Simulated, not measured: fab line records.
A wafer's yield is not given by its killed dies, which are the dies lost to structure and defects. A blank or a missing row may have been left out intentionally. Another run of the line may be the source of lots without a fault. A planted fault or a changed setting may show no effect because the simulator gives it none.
Problem report in the 8D (eight disciplines) form, filled by code	flow berkeley_cmos170	the parts of the form that need people (team, actions taken, sign-off) are left out

## 1. THE ISSUE
Wafers without a fault read 1199.7 nm, standard deviation 1.5; cd_nm at UCB170_ACTIVE_CD_MEAS_13 reads a mean of 1174.0 nm on 6 wafers belonging to 2 lots. Relative to the usual mean, that is a shift of -17 standard deviations.
The step: target cd 1200 nm.
First observed at day 5 22:08: wafer L926.1, on cd_sem-01. Wafers with a number at this step in the record: 42, from 14 lots. Rule for "out" (also "out of limits"): further than 4 standard deviations from the usual mean. All remaining wafers that have a number are taken as sound.

## 2. WHAT IT IS AND WHAT IT IS NOT
question	is	is not
which readings at this step	cd_nm	-
which lots	L925, L926	L918, L920, L921, L923, L924, L928, L935, L936, L938, L939, L940, L941
which wafers of those lots	all that have a number	-
read on which gauges	cd_sem-01	cd_sem-02
when	from day 5 22:08	up to then (15 sound wafers); but 21 sound wafers of L928, L935, L936, L938, L939, L940, L941 came after

## 3. SUSPECTS, AND WHAT RULES EACH OUT
Counting: any tool at a process step up to the reading is kept as a suspect provided that every lot that is out went through it and no sound lot did after the first of them.
- the gauge at UCB170_ACTIVE_CD_MEAS_13 is ruled out. All the wafers that are out were read on cd_sem-01, but those of them that UCB170_ACTIVE_PEB_11 has rows for are out there too, on other tools.
- litho_track-02 at UCB170_ACTIVE_PEB_11: ruled out as a lasting fault. The sound lots L939, L940, L941 went through it after L926, its earliest lot that is out (day 5 21:52).
Left after counting: nothing in the record.

## 4. THE CAUSE (what the simulator had put in)
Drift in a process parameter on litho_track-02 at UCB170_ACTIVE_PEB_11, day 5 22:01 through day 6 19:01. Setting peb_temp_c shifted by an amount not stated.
Counting ruled it out, wrongly: the rule takes a fault to strike every lot that its tool runs from its start on, and this one did not.

## 5. THE CHAIN OF EFFECTS, in route order
Each row: a reading whose mean over the struck wafers that have a number lies more than 3 standard deviations from the usual. Scope: only readings with a usual standard deviation given in the record; hours: median across lots of the time from each lot's start at the first step in this table that gives one to its start at this step; sigmas: change in usual standard deviations.
hours	step	reading	usual	on struck wafers	change	sigmas
0	UCB170_ACTIVE_PEB_11	heater_power_total_W	56.80 W	59.36	+2.56	+64
0	UCB170_ACTIVE_PEB_11	plate_temp_C	129.98 C	134.46	+4.48	+32
0	UCB170_ACTIVE_CD_MEAS_13	cd_nm	1199.7 nm	1174.0	-25.7	-17
It contains these process steps:
- UCB170_ACTIVE_PEB_11
Later steps that measure or inspect, where all struck wafers having a row at the step show a number for every such reading and not one has moved that far: UCB170_SACOX_THK_MEAS_02, UCB170_SCREENOX_THK_MEAS_02.

## 6. WHAT WOULD HAVE CAUGHT IT SOONER
Counted from the fault's start at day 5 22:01, it took 0 hours until the first out-of-limits reading at a measuring or inspecting step in this record, taken at day 5 22:08.
At UCB170_ACTIVE_PEB_11, the tool's own readings (heater_power_total_W, plate_temp_C) were out on each struck wafer the step has a row for, so an alarm limit on them would have fired on the first such wafer.
